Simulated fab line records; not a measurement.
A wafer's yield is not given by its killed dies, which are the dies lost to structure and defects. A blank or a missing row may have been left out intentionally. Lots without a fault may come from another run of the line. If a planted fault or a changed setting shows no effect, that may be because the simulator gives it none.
Chamber matching ; flow berkeley cmos170 ; UCB170_SPACER_CVD_00 on pecvd-02: 3 sister chambers
The step deposits SiO2 from TEOS/O2, target thk 376 nm, time 47 s. 14 wafers are shown with their chamber, then 7 later ones without.

== EACH WAFER AND ITS CHAMBER ==
wafer;chamber;heater power w (W)
L854.1;1;248
L854.2;0;375
L854.5;0;389
L855.3;0;439
L855.5;1;247
L855.6;2;282
L857.2;1;284
L857.4;0;381
L857.5;2;245
L861.1;2;265
L861.4;0;419
L861.5;1;306
L867.2;1;242
L867.3;0;438

SIGNATURES, as means of the wafers listed above
reading;chamber 0;chamber 1;chamber 2;scatter within a chamber
heater power w;406.83;265.40;264.00;27
Rule: for a wafer and a chamber, the distance is found by dividing, reading by reading, the gap between the wafer's reading and the chamber's mean by the reading's scatter, squaring, summing and taking the root. If the next closest chamber is less than 2 further off than the closest, the wafer can't be placed; otherwise it belongs to the closest. How the scatter is found: for the shown wafers, subtract from each reading the mean of its chamber, square and add these, divide the total by (wafers less chambers), then take the root.

== WAFERS WHOSE CHAMBER IS MISSING ==
wafer;heater power w (W)
L867.5;439
L874.2;364
L874.5;257
L874.6;384
L876.1;212
L876.2;284
L876.4;235

== WHICH CHAMBER EACH ONE RAN IN ==
wafer;from the rows above;in truth
L867.5;0;0
L874.2;0;0
L874.5;can't be placed: 2 or 1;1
L874.6;0;0
L876.1;can't be placed: 2 or 1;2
L876.2;can't be placed: 1 or 2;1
L876.4;can't be placed: 2 or 1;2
Placed correctly: 3 of 7. From these rows, 4 cannot be placed; in 4 the true chamber is one of the candidates. Number placed wrongly: 0.
